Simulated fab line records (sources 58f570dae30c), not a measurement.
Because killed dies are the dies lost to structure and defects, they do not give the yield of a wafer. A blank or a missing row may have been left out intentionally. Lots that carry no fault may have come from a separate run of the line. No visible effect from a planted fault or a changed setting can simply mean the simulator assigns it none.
A single fault, viewed from 2 desks | flow berkeley-cmos170 | numbers are kept per desk, each desk with only its own; the story behind them comes last

THE TOOL OWNER'S DESK: implanter-04
The tool's own readings at UCB170_NLDD_IMPLANT_08, given as means over the sampled wafers that have a number, one for each lot that went through this tool. If a lot's mean is further than 4 standard deviations from the usual mean, the lot is out of limits and carries the mark OUT (the distance appears in the brackets).
Columns: A = beam-energy-keV at UCB170_NLDD_IMPLANT_08, usual 30.000; B = end-station-pressure-torr at UCB170_NLDD_IMPLANT_08, usual 5.13e-06 Torr
lot  | first seen here | A      | B
L850 | day 8 00:26     | 29.996 | 4.99e-06
L854 | day 9 02:25     | 29.999 | 5.07e-06
L856 | day 9 04:17     | 29.996 | 5.12e-06
L863 | day 10 14:41    | 30.001 | 5.17e-06
L864 | day 11 00:11    | 30.002 | 5.03e-06
Finding of this desk: none of the 5 lots has anything out of limits.

THE METROLOGY DESK
What the gauges read for every lot (on any tool): the sampled wafers with a number, averaged. If a lot's mean is further than 4 standard deviations from the usual mean, the lot is out of limits and carries the mark OUT (the distance appears in the brackets).
Columns: A = NLDD_RS at UCB170_SDANNEAL_RS_MEAS_05, usual 616.9 ohm/sq
lot  | first seen here | A
L846 | day 8 00:35     | 616.2
L850 | day 8 11:37     | 616.7
L848 | day 8 11:59     | 617.2
L849 | day 8 12:05     | 617.5
L854 | day 9 13:34     | 616.0
L855 | day 9 14:04     | 617.7
L853 | day 9 14:05     | 615.9
L856 | day 9 14:16     | 616.3
L858 | day 9 19:35     | 616.4
L863 | day 11 02:27    | 563.7 (-41) OUT
L864 | day 11 14:00    | 565.8 (-39) OUT
L866 | day 12 13:23    | 620.2
L867 | day 12 13:25    | 615.3
L869 | day 12 16:37    | 617.8
This desk finds L863, L864 out of limits, with the earliest case on L863 at day 11 02:27 (NLDD_RS at UCB170_SDANNEAL_RS_MEAS_05). L846, L850, L848, L849, L854, L855, L853, L856, L858, L866, L867, L869: within limits.

BROUGHT TOGETHER
An alarm was possible from the metrology desk at day 11 02:27, on L863, L864.
The desk of the tool owner found nothing out of limits.
On record at the tool owner's desk: L863, L864, within its limits.
On implanter-04, each named lot ran UCB170_NLDD_IMPLANT_08.

WHAT WAS PUT IN BY THE SIMULATOR
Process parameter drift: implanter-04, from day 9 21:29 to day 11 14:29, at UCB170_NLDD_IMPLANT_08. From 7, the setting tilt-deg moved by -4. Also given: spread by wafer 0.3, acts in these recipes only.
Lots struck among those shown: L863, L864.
Hours from the fault's start to each desk's first reading out of limits: the metrology desk, 29.
